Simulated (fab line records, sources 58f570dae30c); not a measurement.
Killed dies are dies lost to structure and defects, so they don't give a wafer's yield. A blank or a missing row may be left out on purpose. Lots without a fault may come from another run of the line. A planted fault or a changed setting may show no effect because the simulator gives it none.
Which tool did it? | flow berkeley_cmos170 | 7 lots, 21 wafers sampled, at 2 steps of a route of 331

WHAT THE GAUGES READ, wafer by wafer
UCB170_NVT_TW_MEAS_09.
lot  | measured     | on            | NVT_TW
L762 | day 6 16:22  | film_metro-01 | 529 531 530
L763 | day 7 02:44  | film_metro-01 | 526 525 525
L766 | day 7 18:46  | film_metro-04 | 530 531 530
L767 | day 8 00:56  | film_metro-02 | 569 567 569
L779 | day 9 19:43  | film_metro-01 | 525 526 523
L783 | day 10 20:00 | film_metro-02 | 524 524 526
L784 | day 11 01:11 | film_metro-04 | 518 518 516

WHICH TOOL RAN EACH LOT (tool, then ch and the chambers of the sampled wafers, then the start)
lot  | UCB170_NVT_IMPLANT_07
L762 | implanter-04 ch 0, day 6 16:07
L763 | implanter-04 ch 0, day 7 02:29
L766 | implanter-02 ch 0, day 7 18:32
L767 | implanter-02 ch 0, day 8 00:43
L779 | implanter-01 ch 0, day 9 19:31
L783 | implanter-01 ch 0, day 10 19:46
L784 | implanter-01 ch 0, day 11 00:58
- UCB170_NVT_IMPLANT_07

THE ANSWER, worked out from the rows above alone
Rule: what is usual is taken from the lots themselves. Put in order of their means at a reading, lots are off if they are a third of the lots or fewer, leave a main group of 4 or more, and stand apart from it by a gap of 3 or more times the standard deviation of the main group's means; of several such gaps the widest counts. A main group whose means are all the same, to the digits that the tables above print for the reading, isn't used. A lot without any number at a reading at which 4 lots or more have one is off too. The other lots that the step has rows for count as sound.
Off: L767, at UCB170_NVT_TW_MEAS_09 (NVT_TW). The main group: mean 525, standard deviation 4.3.
A tool fits if, at a process step before that reading, it ran every lot that is off, and no sound lot after the first of them. The gauges at UCB170_NVT_TW_MEAS_09 are tried like those tools. One fits: implanter-02 at UCB170_NVT_IMPLANT_07. Its last sound lot is L766 (day 7 18:32), its first lot that is off L767 (day 8 00:43): a fault that began between those two fits.

WHAT THE SIMULATOR HAD PUT IN
Process parameter drift: implanter-02, from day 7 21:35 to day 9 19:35, at UCB170_NVT_IMPLANT_07. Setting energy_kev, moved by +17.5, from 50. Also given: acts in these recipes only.
Lots struck among those shown: L767. The rule above found the same.
